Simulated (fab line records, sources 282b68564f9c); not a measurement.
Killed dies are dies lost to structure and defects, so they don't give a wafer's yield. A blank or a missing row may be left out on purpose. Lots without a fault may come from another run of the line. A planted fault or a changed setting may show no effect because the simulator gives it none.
fab line records | flow rit_cmos
record lots=5 wafers=23
route steps=202 shown GATE@89 NLDD@104 NSD@139 SDANNEAL@156 PLDD@159 M1@188
start_h: hours from the record's first day to the start of the lot's first wafer shown | wait_h: hours since the lot's step before | " the same as in the row above | L1.1+2: a row that stands for several wafers | - no value, or no start given | * or withheld: withheld | < > ~ a bound
route shown NAME@n: a module of which the file shows steps, and the number in the route of the first | usual: mean/standard deviation of fault-free wafers | same: alike in all rows | chamber/n: place in a boat | sites: the reading at each site | _std_site: their standard deviation | _edge_site: outer sites' mean less inner sites' | radius_mm: how far each site lies from the wafer's centre | mask NAME#n: copy n | behind: the tool/chamber that last shaped the wafer | hold: why the lot was held/for how many hours/how that ended | device: the transistor (n, p or np) that didn't switch | end of line: the same wafers' tests at the end of the route | a step without rows: its recipe alone | killed: dies lost to structure and defects at the first sort, not the wafer's yield | map: a wafer's dies, x killed, . not, _ none there
set.NAME: the setting as run; set.NAME@STEP: as run at that earlier step | model.NAME: the simulator's own value behind a step, which no gauge read
lots whose settings were changed on purpose; a table a step, a row a wafer
## steps
# step RIT_GATE_EXPOSE_13
# recipe mask_id=M6 na=0.6 source_shape=conventional sigma_outer=0.6 target_cd_nm=150 dose_mj=380
# columns lot.wafer tool chamber start_h wait_h mask set.dose_mj
L076.2+3+4+5+6 iline_stepper-02 0 49.29 0.1 M6#0 380
L078.1+2+4 iline_stepper-02 0 59.66 0.2 M6#0 380
L078.3+5 " 0 " " M6#0 390
L080.1+3+6 iline_stepper-02 0 66.04 0.1 M6#0 369.3
L080.2+5 " 0 " " M6#0 380
L082.1+4 iline_stepper-01 0 79.71 0.2 M6#0 398.5
L082.2+5+6 " 0 " " M6#0 380
L083.2+4+6 iline_stepper-02 0 84.73 0.3 M6#0 380
# step RIT_GATE_PEB_14
# recipe resist=NOVOLAK temp_c=withheld time_s=withheld
# step RIT_GATE_DEVELOP_15
# recipe resist=NOVOLAK develop_time_s=50 dev_temp_c=23
# columns lot.wafer tool chamber start_h wait_h set.temp_c@GATE_SOFTBAKE_12 model.NOVOLAK_of_GATE_COAT_11.thk_nm
L076.2 litho_track-04 0 - - 86.58 855.3
L076.3 " 0 " " 90 849.4
L076.4 " 0 " " 90 849.9
L076.5 " 0 " " 90 850.4
L076.6 " 0 " " 86.58 858.6
L078.1 litho_track-02 0 - - 91.26 846.6
L078.2 " 0 " " 90 851.9
L078.3 " 0 " " 91.26 845.1
L078.4 " 0 " " 91.26 845.9
L078.5 " 0 " " 90 851.2
L080.1 litho_track-04 0 - - 90 854.8
L080.2 " 0 " " 90 856.4
L080.3 " 0 " " 92.49 849.2
L080.5 " 0 " " 92.49 847.8
L080.6 " 0 " " 92.49 850
L082.1 litho_track-03 0 - - 90 853.6
L082.2 " 0 " " 87.62 859.6
L082.4 " 0 " " 87.62 858.2
L082.5 " 0 " " 87.62 855.4
L082.6 " 0 " " 90 851.6
L083.2 litho_track-04 0 - - 90 847.5
L083.4 " 0 " " 90 845.8
L083.6 " 0 " " 90 849.8
# step RIT_GATE_CD_MEAS_16
# recipe target_cd_nm=150
# usual cd_nm=149.0/2.3
# columns lot.wafer tool chamber start_h wait_h set.dose_mj@GATE_EXPOSE_13 cd_nm
L076.2 cd_sem-02 - 49.69 - 380 154.3
L076.3 " - " " 380 156.0
L076.4 " - " " 380 152.8
L076.5 " - " " 380 154.1
L076.6 " - " " 380 153.7
L078.1 cd_sem-01 - 60.06 - 380 148.7
L078.2 " - " " 380 148.7
L078.3 " - " " 390 136.2
L078.4 " - " " 380 146.6
L078.5 " - " " 390 136.5
L080.1 cd_sem-02 - 66.44 - 369.3 162.4
L080.2 " - " " 380 147.8
L080.3 " - " " 369.3 161.7
L080.5 " - " " 380 147.1
L080.6 " - " " 369.3 161.8
L082.1 cd_sem-02 - 80.11 - 398.5 121.8
L082.2 " - " " 380 150.4
L082.4 " - " " 398.5 123.7
L082.5 " - " " 380 147.6
L082.6 " - " " 380 147.5
L083.2 cd_sem-01 - 85.13 - 380 147.5
L083.4 " - " " 380 148.8
L083.6 " - " " 380 149.8
# step RIT_GATE_HARDBAKE_18
# recipe resist=NOVOLAK temp_c=140 time_s=60
# step RIT_GATE_ETCH_19
# recipe chemistry=SF6/CHF3/O2 time_s=165 SF6_flow_sccm=30 CHF3_flow_sccm=30 O2_flow_sccm=5 target=poly-Si pressure_mtorr=40 rf_w=160 target_depth_a=3125 over_etch_frac=0.25 stop_on=SiO2
# columns lot.wafer tool chamber start_h wait_h set.dose_mj@GATE_EXPOSE_13 model.GATE.cd_nm
L076.2 rie_si-01 0 49.98 0.1 380 154.5
L076.3 " 3 " " 380 155.8
L076.4 " 2 " " 380 -
L076.5+6 " 1,0 " " 380 154.1
L078.1 rie_si-01 1 60.37 0.1 380 148.9
L078.2 " 2 " " 380 148
L078.3 " 0 " " 390 136.5
L078.4 " 1 " " 380 146.8
L078.5 " 0 " " 390 136.3
L080.1 rie_si-01 2 66.74 0.1 369.3 162.2
L080.2 " 1 " " 380 147.8
L080.3 " 0 " " 369.3 161.8
L080.5 " 2 " " 380 147.1
L080.6 " 0 " " 369.3 162.1
L082.1 rie_si-01 1 80.42 0.1 398.5 122.1
L082.2 " 3 " " 380 150.2
L082.4 " 2 " " 398.5 123.5
L082.5+6 " 3,0 " " 380 147.3
L083.2 rie_si-02 0 85.42 0.1 380 147.4
L083.4 " 1 " " 380 148.5
L083.6 " 2 " " 380 149.5
# step RIT_GATE_STRIP_20
# recipe chemistry=O2 time_s=180 resist=NOVOLAK platen_temp_c=withheld power_w=500 pressure_mtorr=4000 o2_flow_sccm=4000
# step RIT_GATE_CD_MEAS_90
# recipe target_cd_nm=150
# usual cd_nm=149.0/2.3
# columns lot.wafer tool chamber start_h wait_h set.dose_mj@GATE_EXPOSE_13 cd_nm
L076.2 cd_sem-02 - 50.28 0.1 380 154.5
L076.3 " - " " 380 156.0
L076.4 " - " " 380 152.7
L076.5 " - " " 380 153.9
L076.6 " - " " 380 153.8
L078.1 cd_sem-02 - 60.65 0.1 380 148.5
L078.2 " - " " 380 148.1
L078.3 " - " " 390 136.7
L078.4 " - " " 380 146.8
L078.5 " - " " 390 136.6
L080.1 cd_sem-01 - 67.02 0.1 369.3 162.1
L080.2 " - " " 380 147.9
L080.3 " - " " 369.3 162.0
L080.5 " - " " 380 147.1
L080.6 " - " " 369.3 162.0
L082.1 cd_sem-01 - 80.70 0.1 398.5 122.1
L082.2 " - " " 380 150.2
L082.4 " - " " 398.5 123.3
L082.5 " - " " 380 147.5
L082.6 " - " " 380 146.8
L083.2 cd_sem-02 - 85.72 0.1 380 147.3
L083.4 " - " " 380 148.7
L083.6 " - " " 380 149.7
# step RIT_NLDD_COAT_01
# recipe resist=NOVOLAK spin_rpm=3250 resist_thk_nm=1000
# columns lot.wafer tool chamber start_h wait_h set.spin_rpm model.NOVOLAK_of_NLDD_COAT_01.thk_nm
L076.2 litho_track-03 0 54.62 0.1 3384 978.8
L076.3 " 0 " " 3384 978.5
L076.4 " 0 " " 3250 999.9
L076.5 " 0 " " 3250 996.6
L076.6 " 0 " " 3250 994.5
L078.1+4 litho_track-03 0 63.91 0.1 3250 997.4
L078.2 " 0 " " 3250 994.9
L078.3 " 0 " " 3250 996.4
L078.5 " 0 " " 3250 998
L080.1 litho_track-03 0 71.13 0.1 3377 979.5
L080.2 " 0 " " 3377 981.1
L080.3 " 0 " " 3250 998.2
L080.5 " 0 " " 3250 1000
L080.6 " 0 " " 3377 978
L082.1 litho_track-01 0 84.17 0.1 3430 971.1
L082.2 " 0 " " 3250 996.9
L082.4 " 0 " " 3250 997.3
L082.5 " 0 " " 3430 973.9
L082.6 " 0 " " 3430 971.9
L083.2 litho_track-01 0 88.97 0.1 3250 1000
L083.4 " 0 " " 3250 999.1
L083.6 " 0 " " 3250 999.9
# step RIT_NLDD_SOFTBAKE_02
# recipe resist=NOVOLAK temp_c=91.01 time_s=60
# step RIT_NLDD_EXPOSE_03
# recipe mask_id=M7 na=0.57 target_cd_nm=40700 dose_mj=250
# step RIT_NLDD_DEVELOP_05
# recipe resist=NOVOLAK develop_time_s=50 dev_temp_c=23
# step RIT_NLDD_HARDBAKE_07
# recipe resist=NOVOLAK temp_c=140 time_s=60
# columns lot.wafer tool chamber start_h wait_h set.spin_rpm@NLDD_COAT_01 model.NOVOLAK_of_NLDD_COAT_01.thk_nm
L076.2 litho_track-01 0 55.36 0.0 3384 865.2
L076.3 " 0 " " 3384 865
L076.4 " 0 " " 3250 883.7
L076.5 " 0 " " 3250 880.9
L076.6 " 0 " " 3250 879
L078.1+4 litho_track-03 0 64.65 0.0 3250 881.6
L078.2 " 0 " " 3250 879.3
L078.3 " 0 " " 3250 880.6
L078.5 " 0 " " 3250 882
L080.1 litho_track-01 0 72.09 0.0 3377 865.9
L080.2 " 0 " " 3377 867.3
L080.3 " 0 " " 3250 882.3
L080.5 " 0 " " 3250 883.8
L080.6 " 0 " " 3377 864.5
L082.1 litho_track-02 0 85.03 0.0 3430 858.5
L082.2 " 0 " " 3250 881.1
L082.4 " 0 " " 3250 881.5
L082.5 " 0 " " 3430 860.9
L082.6 " 0 " " 3430 859.2
L083.2 litho_track-03 0 89.71 0.0 3250 884.1
L083.4 " 0 " " 3250 883
L083.6 " 0 " " 3250 883.8
# step RIT_NLDD_IMPLANT_08
# recipe species=P energy_kev=20 dose_cm2=5e+14 tilt_deg=7
# columns lot.wafer tool chamber start_h wait_h set.energy_kev model.implant.rp_nm model.implant.drp_nm
L076.2+3+4+5+6 implanter-02 0 55.51 0.1 20 27.66 12.97
L078.1+2+3 implanter-03 0 64.80 0.1 20 26.91 12.97
L078.4+5 " 0 " " 18.88 25.88 12.53
L080.1+5+6 implanter-01 0 72.24 0.1 19.55 27.66 12.79
L080.2+3 " 0 " " 20 28.09 12.97
L082.1+2+4+5+6 implanter-01 0 85.18 0.1 20 27.04 12.97
L083.2+4+6 implanter-02 0 89.86 0.1 20 27.38 12.97
# step RIT_NLDD_STRIP_09
# recipe chemistry=O2 time_s=180 resist=NOVOLAK platen_temp_c=withheld power_w=500 pressure_mtorr=4000 o2_flow_sccm=4000
# step RIT_NLDD_TW_MEAS_10
# usual NLDD_TW=2508/12
# columns lot.wafer tool chamber start_h wait_h set.energy_kev@NLDD_IMPLANT_08 NLDD_TW
L076.2 film_metro-02 - 55.82 0.1 20 2516
L076.3 " - " " 20 2536
L076.4 " - " " 20 2528
L076.5 " - " " 20 2529
L076.6 " - " " 20 2517
L078.1 film_metro-02 - 65.13 0.1 20 2523
L078.2 " - " " 20 2524
L078.3 " - " " 20 2522
L078.4 " - " " 18.88 2479
L078.5 " - " " 18.88 2476
L080.1 film_metro-01 - 72.56 0.1 19.55 2470
L080.2 " - " " 20 2502
L080.3 " - " " 20 2503
L080.5 " - " " 19.55 2487
L080.6 " - " " 19.55 2476
L082.1 film_metro-04 - 85.50 0.1 20 2493
L082.2 " - " " 20 2499
L082.4 " - " " 20 2506
L082.5 " - " " 20 2503
L082.6 " - " " 20 2507
L083.2 film_metro-02 - 90.17 0.1 20 2519
L083.4 " - " " 20 2524
L083.6 " - " " 20 2511
# step RIT_NSD_IMPLANT_08
# recipe species=P energy_kev=25 dose_cm2=1e+15 tilt_deg=7
# columns lot.wafer tool chamber start_h wait_h set.energy_kev model.implant.rp_nm model.implant.drp_nm
L076.2+3+4+5+6 implanter-04 0 62.03 0.1 25 32.41 14.84
L078.1+3+5 implanter-02 0 70.26 0.1 25 32.3 14.84
L078.2+4 " 0 " " 25.46 32.7 15
L080.1+5 implanter-04 0 78.87 0.1 24.22 32.59 14.56
L080.2+3+6 " 0 " " 25 33.3 14.84
L082.1+5 implanter-04 0 92.48 0.1 26.25 33.07 15.28
L082.2+4+6 " 0 " " 25 32 14.84
L083.2+4+6 implanter-02 0 96.16 0.1 25 32.2 14.84
# step RIT_SDANNEAL_RTA_03
# recipe temp_c=1050 time_s=5 idle_temp_c=600 ramp_up_c_per_s=342 ramp_down_c_per_s=171 cool_to_c=600 ambient=N2
# columns lot.wafer tool chamber start_h wait_h set.time_s
L076.2+3+4+5+6 rtp_anneal-02 0 64.19 0.0 5
L078.1+2+3+4+5 rtp_anneal-02 0 72.55 0.0 5
L080.1+2+3 rtp_anneal-02 0 81.18 0.0 5
L080.5+6 " 0 " " 4.562
L082.1+6 rtp_anneal-02 0 95.06 0.0 5
L082.2+4+5 " 0 " " 4.465
L083.2+4+6 rtp_anneal-01 0 98.31 0.0 5
# step RIT_SDANNEAL_RS_MEAS_06
# recipe thk_meas_gauge=four-point-probe
# usual PLDD_RS=178.6/0.45
# columns lot.wafer tool chamber start_h wait_h set.time_s@SDANNEAL_RTA_03 PLDD_RS[ohm/sq]
L076.2 film_metro-04 - 64.50 0.1 5 178.7
L076.3 " - " " 5 178.7
L076.4 " - " " 5 178.8
L076.5 " - " " 5 178.8
L076.6 " - " " 5 178.7
L078.1 film_metro-04 - 72.85 0.1 5 179.0
L078.2 " - " " 5 179.0
L078.3 " - " " 5 178.8
L078.4 " - " " 5 178.9
L078.5 " - " " 5 178.7
L080.1 film_metro-02 - 81.48 0.1 5 179.0
L080.2 " - " " 5 178.9
L080.3 " - " " 5 179.0
L080.5 " - " " 4.562 179.9
L080.6 " - " " 4.562 179.6
L082.1 film_metro-01 - 95.36 0.1 5 177.9
L082.2 " - " " 4.465 179.1
L082.4 " - " " 4.465 179.5
L082.5 " - " " 4.465 179.3
L082.6 " - " " 5 177.5
L083.2 film_metro-01 - 98.62 0.1 5 178.9
L083.4 " - " " 5 178.5
L083.6 " - " " 5 178.8
# step RIT_M1_COAT_04
# recipe resist=NOVOLAK spin_rpm=2000 resist_thk_nm=1300
# columns lot.wafer tool chamber start_h wait_h set.spin_rpm model.NOVOLAK_of_M1_COAT_04.thk_nm
L076.2 litho_track-03 0 68.26 0.1 2000 1303
L076.3 " 0 " " 2000 1308
L076.4 " 0 " " 2000 1304
L076.5 " 0 " " 2055 1288
L076.6 " 0 " " 2055 1293
L078.1 litho_track-03 0 76.58 0.1 2000 1301
L078.2+3 " 0 " " 2000 1300
L078.4 " 0 " " 2072 1277
L078.5 " 0 " " 2072 1274
L080.1 litho_track-04 0 85.26 0.1 2038 1282
L080.2 " 0 " " 2000 1300
L080.3 " 0 " " 2038 1288
L080.5+6 " 0 " " 2000 1301
L082.1 litho_track-03 0 99.01 0.1 1953 1317
L082.2+6 " 0 " " 2000 1304
L082.4 " 0 " " 1953 1313
L082.5 " 0 " " 1953 1315
L083.2 litho_track-04 0 102.80 0.1 2000 1312
L083.4 " 0 " " 2000 1305
L083.6 " 0 " " 2000 1311
# step RIT_M1_SOFTBAKE_05
# recipe resist=NOVOLAK temp_c=90 time_s=60
# step RIT_M1_EXPOSE_06
# recipe mask_id=M12 na=0.6 source_shape=conventional sigma_outer=0.5 target_cd_nm=2600 dose_mj=250
# step RIT_M1_HARDBAKE_11
# recipe resist=NOVOLAK temp_c=140 time_s=120
# columns lot.wafer tool chamber start_h wait_h set.spin_rpm@M1_COAT_04 model.NOVOLAK_of_M1_COAT_04.thk_nm
L076.2+4 litho_track-04 0 69.16 0.1 2000 1140
L076.3 " 0 " " 2000 1144
L076.5 " 0 " " 2055 1126
L076.6 " 0 " " 2055 1131
L078.1 litho_track-01 0 77.46 0.0 2000 1138
L078.2+3 " 0 " " 2000 1137
L078.4 " 0 " " 2072 1117
L078.5 " 0 " " 2072 1114
L080.1 litho_track-04 0 86.15 0.0 2038 1121
L080.2 " 0 " " 2000 1137
L080.3 " 0 " " 2038 1126
L080.5+6 " 0 " " 2000 1138
L082.1 litho_track-04 0 100.24 0.2 1953 1151
L082.2+6 " 0 " " 2000 1140
L082.4 " 0 " " 1953 1148
L082.5 " 0 " " 1953 1150
L083.2+6 litho_track-04 0 103.83 0.1 2000 1147
L083.4 " 0 " " 2000 1141
# step RIT_M1_METAL_ETCH_12
# recipe stop_on=SiO2 chemistry=Cl2/BCl3 target=Al time_s=165 over_etch_frac=0.5 pressure_mtorr=100 target_depth_a=6000 rf_w=245.2 Cl2_flow_sccm=60 bcl3_flow_sccm=50
# columns lot.wafer tool chamber start_h wait_h set.spin_rpm@M1_COAT_04 model.NOVOLAK_of_M1_COAT_04.thk_nm
L076.2 rie_metal-01 0 69.37 0.2 2000 829.2
L076.3 " 1 " " 2000 834.1
L076.4 " 0 " " 2000 830.3
L076.5 " 1 " " 2055 815.4
L076.6 " 0 " " 2055 819.4
L078.1 rie_metal-04 0 77.71 0.2 2000 805.4
L078.2 " 1 " " 2000 797.1
L078.3 " 1 " " 2000 796.3
L078.4 " 0 " " 2072 783.3
L078.5 " 1 " " 2072 776.9
L080.1 rie_metal-03 0 86.40 0.2 2038 798
L080.2 " 1 " " 2000 815.1
L080.3 " 0 " " 2038 803
L080.5 " 1 " " 2000 817
L080.6 " 0 " " 2000 815.3
L082.1+4 rie_metal-01 0 100.49 0.2 1953 838.8
L082.2 " 1 " " 2000 829.9
L082.5 " 0 " " 1953 838.4
L082.6 " 1 " " 2000 829.7
L083.2 rie_metal-03 0 104.04 0.2 2000 819.2
L083.4 " 0 " " 2000 814.1
L083.6 " 1 " " 2000 825.1
# step RIT_M1_ANNEAL_15
# recipe temp_c=450 time_s=1800 ambient=forming_gas_H2N2
# columns lot.wafer tool chamber start_h wait_h set.time_s
L076.2+3+4+5+6 - - - 0.1 1800
L078.1+2+3+4+5 - - - 0.1 1692
L080.1+2+3+5+6 - - - 0.2 1642
L082.1+2+4+5+6 - - - 0.1 1931
L083.2+4+6 - - 104.70 0.1 1800
# step RIT_M1_PROBE_99
# columns lot.wafer tool chamber start_h wait_h set.dose_mj@GATE_EXPOSE_13 model.etest.pmos_0p15.r_on_ohm_um model.etest.nmos_0p15.drive_ua_um model.etest.pmos_turned.r_on_ohm_um model.etest.nmos_0p15.r_on_ohm_um model.etest.nmos_turned.drive_ua_um model.etest.pmos_0p15.drive_ua_um
L076.2 prober-02 - 71.67 0.1 380 2904 461 3581 1136 314.7 241.8
L076.3 prober-02 - 71.72 0.2 380 2905 447.6 3587 1138 304.3 239.6
L076.4 prober-02 - 71.77 0.2 380 2897 451.7 3605 1178 303.2 246.2
L076.5 prober-02 - 71.82 0.2 380 2846 461.7 3570 1108 313.8 243.3
L076.6 prober-02 - 71.87 0.2 380 2921 447.5 3602 1179 307.1 240.2
L078.1 prober-02 - 79.96 0.1 380 2843 453.9 3547 1211 301.6 248.3
L078.2 prober-02 - 80.01 0.1 380 2750 467.4 3408 1137 315.2 255.9
L078.3 prober-02 - 80.06 0.2 390 2512 514.8 3183 1063 329.8 290.1
L078.4 prober-02 - 80.11 0.2 380 2766 455.2 3462 1193 292 253.1
L078.5 prober-02 - 80.16 0.2 390 2564 497.2 3219 1160 314.5 284.1
L080.1 prober-02 - 88.77 0.1 369.3 3044 443.1 3631 1193 332.4 229.5
L080.2 prober-02 - 88.82 0.1 380 2756 492.6 3340 1089 353 260.5
L080.3 prober-02 - 88.87 0.2 369.3 2961 434.1 3582 1164 320.9 234.6
L080.5 prober-02 - 88.97 0.2 380 2734 498.9 3372 1082 346.9 259.1
L080.6 prober-02 - 89.02 0.2 369.3 3135 415.2 3854 1209 297.1 216.7
L082.1 prober-02 - 102.88 0.1 398.5 2091 615.7 2704 945.9 403.3 357.9
L082.2 prober-02 - 102.93 0.1 380 2774 466 3450 1129 324.2 254.5
L082.4 prober-02 - 103.03 0.2 398.5 2238 604.1 2939 990.6 391.2 336.7
L082.5 prober-02 - 103.08 0.2 380 2778 479.7 3462 1147 331 256.8
L082.6 prober-02 - 103.13 0.2 380 2749 467.3 3391 1176 326.3 263.6
L083.2 prober-01 - 106.37 0.1 380 2662 483.3 3317 1104 314.2 268
L083.4 prober-01 - 106.47 0.2 380 2642 480.7 3259 1125 335.2 271.4
L083.6 prober-01 - 106.57 0.2 380 2668 477.9 3253 1094 330.1 267
# killed by level:class
L083.2 GATE:geometric_particle:short=2 GATE:geometric_particle:open=1 SILICIDE:geometric_particle:short=1 SILICIDE:geometric_particle:open=1
L083.4 CONTACT:area_etch=2 FOX2:geometric_particle:open=1 GATE:geometric_particle:short=1 GATE:geometric_particle:open=1 REOX:geometric_particle:short=1
L083.6 GATE:geometric_particle:open=4 REOX:geometric_particle:short=4 FOX1:geometric_particle:short=1
## key
split step=RIT_GATE_EXPOSE_13 setting=dose_mj stated=380 by=wafer
response step=RIT_GATE_CD_MEAS_16 reading=cd_nm change=-5.11 per=1% r=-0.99
response step=RIT_GATE_ETCH_19 reading=model.GATE.cd_nm change=-5.07 per=1% r=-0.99
response step=RIT_GATE_CD_MEAS_90 reading=cd_nm change=-5.04 per=1% r=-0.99
response step=RIT_M1_PROBE_99 reading=model.etest.pmos_0p15.r_on_ohm_um change=-115 per=1% r=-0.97
response step=RIT_M1_PROBE_99 reading=model.etest.nmos_0p15.drive_ua_um change=+25.5 per=1% r=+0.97
response step=RIT_M1_PROBE_99 reading=model.etest.pmos_turned.r_on_ohm_um change=-120 per=1% r=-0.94
response step=RIT_M1_PROBE_99 reading=model.etest.nmos_0p15.r_on_ohm_um change=-35.2 per=1% r=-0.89
response step=RIT_M1_PROBE_99 reading=model.etest.nmos_turned.drive_ua_um change=+12.6 per=1% r=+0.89
split step=RIT_NLDD_COAT_01 setting=spin_rpm stated=3250 by=wafer
response step=RIT_NLDD_COAT_01 reading=model.NOVOLAK_of_NLDD_COAT_01.thk_nm change=-4.61 per=1% r=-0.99
response step=RIT_NLDD_HARDBAKE_07 reading=model.NOVOLAK_of_NLDD_COAT_01.thk_nm change=-4.03 per=1% r=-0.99
split step=RIT_NLDD_IMPLANT_08 setting=energy_kev stated=20 by=wafer
response step=RIT_NLDD_IMPLANT_08 reading=model.implant.rp_nm change=+0.185 per=1% r=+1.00
response step=RIT_NLDD_IMPLANT_08 reading=model.implant.drp_nm change=+0.079 per=1% r=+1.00
response step=RIT_NLDD_TW_MEAS_10 reading=NLDD_TW change=+8.58 per=1% r=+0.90
split step=RIT_NSD_IMPLANT_08 setting=energy_kev stated=25 by=wafer
response step=RIT_NSD_IMPLANT_08 reading=model.implant.rp_nm change=+0.218 per=1% r=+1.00
response step=RIT_NSD_IMPLANT_08 reading=model.implant.drp_nm change=+0.0891 per=1% r=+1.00
split step=RIT_SDANNEAL_RTA_03 setting=time_s stated=5 by=wafer
response step=RIT_SDANNEAL_RS_MEAS_06 reading=PLDD_RS change=-0.125 per=1% r=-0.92
split step=RIT_M1_COAT_04 setting=spin_rpm stated=2000 by=wafer
response step=RIT_M1_COAT_04 reading=model.NOVOLAK_of_M1_COAT_04.thk_nm change=-6.34 per=1% r=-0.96
response step=RIT_M1_HARDBAKE_11 reading=model.NOVOLAK_of_M1_COAT_04.thk_nm change=-5.46 per=1% r=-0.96
response step=RIT_M1_METAL_ETCH_12 reading=model.NOVOLAK_of_M1_COAT_04.thk_nm change=-5.33 per=1% r=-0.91
split step=RIT_M1_ANNEAL_15 setting=time_s stated=1800 by=lot
response none clear
split outside_this_file step=RIT_GATE_SOFTBAKE_12 setting=temp_c
# split outside_this_file: this setting was split too, and the file shows its column; the key of that split is in another file
